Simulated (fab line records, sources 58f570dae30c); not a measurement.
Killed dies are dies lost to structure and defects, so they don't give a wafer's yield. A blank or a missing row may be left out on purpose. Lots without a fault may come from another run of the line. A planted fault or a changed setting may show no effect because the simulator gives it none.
A struck lot beside a sound one | flow berkeley_cmos170 | 14 steps out of a route of 331
Sound: wafers L706.1, L706.4, L706.6. Struck: wafers L713.1, L713.3, L713.4. The cause comes at the end.
At each step with rows: each side's tool, then ch and its chambers, then its first start. Under that, the readings that differ: sound wafers | struck wafers | difference of the means | sigmas: that difference in standard deviations of wafers without a fault.
alike: readings whose means differ by less than 2 such deviations, and words and numbers that are the same on both sides. not compared: withheld readings, readings that some wafer has no value for, bounds like >300 that may hide the same value, and numbers for which the record gives no deviation and whose values overlap.
The two part at a step that has a row with sigmas, a row that says differs or no value, or rows on one side only. Numbers that don't overlap but have no deviation are shown without sigmas and don't part them. A reading that every wafer of one side lacks parts them only if that side has two wafers or more.

first, 4 steps without rows for these wafers: UCB170_NVT_SOFTBAKE_02 (time 60 s); UCB170_NVT_EXPOSE_03 (exposes mask PWELL, target cd 3000 nm); UCB170_NVT_PEB_04; UCB170_NVT_DEVELOP_05 (develop time 45 s).
UCB170_NVT_OVL_MEAS_06:
  sound on overlay-01, day 7 07:41; struck on overlay-02, day 9 12:19
  alike: NVT_OVL
then, 1 step without rows for these wafers: UCB170_NVT_IMPLANT_07.
UCB170_NVT_STRIP_08: strips in O2.
  sound on plasma_asher-04 ch 0,1, day 7 07:52; struck on plasma_asher-04 ch 0,1, day 9 12:31
  alike: chamber_pressure_mTorr, drypump_motor_current_A, oes_product_au, strip_time_to_endpoint_s
  not compared: rf_hours_counter_h
UCB170_NVT_TW_MEAS_09:
  sound on film_metro-03, day 7 07:58; struck on film_metro-01, day 9 12:37
  alike: NVT_TW
then, 4 steps without rows for these wafers: UCB170_NVT_CLEAN_10 (cleans in SPM, time 600 s); UCB170_PVT_HMDS_00 (prime time 60 s); UCB170_PVT_COAT_01 (resist thk 900 nm); UCB170_PVT_SOFTBAKE_02 (time 60 s).
UCB170_PVT_EXPOSE_03: exposes mask NWELL, target cd 3000 nm.
  sound on krf_scanner-01 ch 0, day 7 08:47; struck on krf_scanner-01, day 9 13:26
  no value came back on the struck wafers for exposure_dose_mJ_cm2, focus_offset_nm (nm); on the sound wafers exposure_dose_mJ_cm2 reads 29.971 29.969 29.974
  alike: mask
then, 1 step without rows for these wafers: UCB170_PVT_PEB_04.

WHERE THEY PART
Only at UCB170_PVT_EXPOSE_03, within this record.

WHY: what the simulator had put in
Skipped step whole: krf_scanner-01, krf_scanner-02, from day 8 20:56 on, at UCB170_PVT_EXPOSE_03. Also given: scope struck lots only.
